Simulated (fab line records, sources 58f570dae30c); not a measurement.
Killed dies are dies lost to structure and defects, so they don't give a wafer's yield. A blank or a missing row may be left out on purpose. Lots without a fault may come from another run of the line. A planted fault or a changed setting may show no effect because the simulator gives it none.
fab line records | flow berkeley_cmos170
record lots=5 wafers=23
route steps=331 shown M3@327
start_h: hours from the record's first day to the start of the lot's first wafer shown | wait_h: hours since the lot's step before | " the same as in the row above | L1.1+2: a row that stands for several wafers | - no value, or no start given | * or withheld: withheld | < > ~ a bound
route shown NAME@n: a module of which the file shows steps, and the number in the route of the first | usual: mean/standard deviation of fault-free wafers | same: alike in all rows | chamber/n: place in a boat | sites: the reading at each site | _std_site: their standard deviation | _edge_site: outer sites' mean less inner sites' | radius_mm: how far each site lies from the wafer's centre | mask NAME#n: copy n | behind: the tool/chamber that last shaped the wafer | hold: why the lot was held/for how many hours/how that ended | device: the transistor (n, p or np) that didn't switch | end of line: the same wafers' tests at the end of the route | a step without rows: its recipe alone | killed: dies lost to structure and defects at the first sort, not the wafer's yield | map: a wafer's dies, x killed, . not, _ none there
set.NAME: the setting as run; set.NAME@STEP: as run at that earlier step | model.NAME: the simulator's own value behind a step, which no gauge read
lots whose settings were changed on purpose; a table a step, a row a wafer
## steps
# step UCB170_M3_METAL_ETCH_18
# recipe chemistry=Cl2/BCl3 target=Al stop_on=SiO2 pressure_mtorr=12 target_depth_a=11700 over_etch_frac=0.3 time_s=195 icp_w=600 bias_w=120 Cl2_flow_sccm=90 bcl3_flow_sccm=45
# usual oes_product_au=0.853/0.0085
# columns lot.wafer tool chamber start_h wait_h set.icp_w set.leave_above_ref_nm@V2_CMP_02 set.power_w@M3_SPUTTER_01 oes_product_au model.SiO2_of_V2_CVD_00.thk_nm
L075.1 rie_metal-02 1 194.50 - 627.2 935.2 5543 0.813 -
L075.3 " 0 " " 627.2 1000 5543 0.829 -
L075.4 " 1 " " 600 1000 6000 0.852 934.7
L075.5 " 0 " " 600 1000 6000 0.861 934.7
L075.6 " 1 " " 627.2 935.2 6000 0.862 869.9
L077.1 rie_metal-04 1 195.40 - 600 1000 6523 0.887 -
L077.2 " 0 " " 569.2 1000 6523 0.887 -
L077.3 " 1 " " 600 1000 6000 0.851 936.1
L077.4 " 0 " " 569.2 1000 6000 0.841 941.8
L077.5 " 0 " " 600 1000 6523 0.897 -
L078.1 rie_metal-01 0 210.64 - 600 1000 6000 0.851 937.4
L078.3 " 1 " " 600 1000 6000 0.869 937.9
L078.6 " 0 " " 600 1000 6000 0.844 939.4
L080.1 rie_metal-02 1 228.85 - 600 1000 5283 0.796 -
L080.2 " 0 " " 600 1000 5283 0.792 -
L080.3 " 1 " " 600 1047 5283 0.791 -
L080.4 " 0 " " 600 1000 6000 0.844 938.4
L080.5 " 1 " " 600 1047 6000 0.846 984.7
L082.1 rie_metal-04 1 239.37 - 600 953.8 6000 0.852 889.8
L082.2 " 0 " " 633.7 953.8 5656 0.831 -
L082.3 " 0 " " 633.7 1000 6000 0.857 936.6
L082.5 " 0 " " 600 1000 5656 0.824 -
L082.6 " 1 " " 633.7 953.8 6000 0.848 886.3
# step UCB170_M3_STRIP_19
# recipe chemistry=O2 power_w=400 pressure_mtorr=3500 platen_temp_c=withheld o2_flow_sccm=400 overash_fraction=0.5
# step UCB170_M3_CD_MEAS_90
# recipe target_cd_nm=700
# usual cd_nm=698.9/2.6
# columns lot.wafer tool chamber start_h wait_h set.dose_mj@M3_EXPOSE_12 cd_nm
L075.1 cd_sem-01 - 194.79 0.1 26 698.0
L075.3 " - " " 26 698.1
L075.4 " - " " 26 699.8
L075.5 " - " " 27.14 690.0
L075.6 " - " " 27.14 689.7
L077.1 cd_sem-01 - 195.69 0.1 24.37 710.7
L077.2 " - " " 24.37 714.4
L077.3 " - " " 24.37 710.5
L077.4 " - " " 26 700.2
L077.5 " - " " 26 700.1
L078.1 cd_sem-01 - 210.93 0.1 26 696.0
L078.3 " - " " 26 697.5
L078.6 " - " " 26 692.2
L080.1 cd_sem-01 - 229.14 0.1 26 700.7
L080.2 " - " " 25.44 702.8
L080.3 " - " " 25.44 703.4
L080.4 " - " " 26 700.5
L080.5 " - " " 26 698.5
L082.1 cd_sem-02 - 239.65 0.1 27.76 688.8
L082.2 " - " " 26 696.7
L082.3 " - " " 26 700.3
L082.5 " - " " 27.76 685.6
L082.6 " - " " 27.76 681.2
## key
split step=UCB170_M3_METAL_ETCH_18 setting=icp_w stated=600 by=wafer
response none clear
split outside_this_file step=UCB170_V2_CMP_02 setting=leave_above_ref_nm
split outside_this_file step=UCB170_M3_SPUTTER_01 setting=power_w
split outside_this_file step=UCB170_M3_EXPOSE_12 setting=dose_mj
# split outside_this_file: this setting was split too, and the file shows its column; the key of that split is in another file
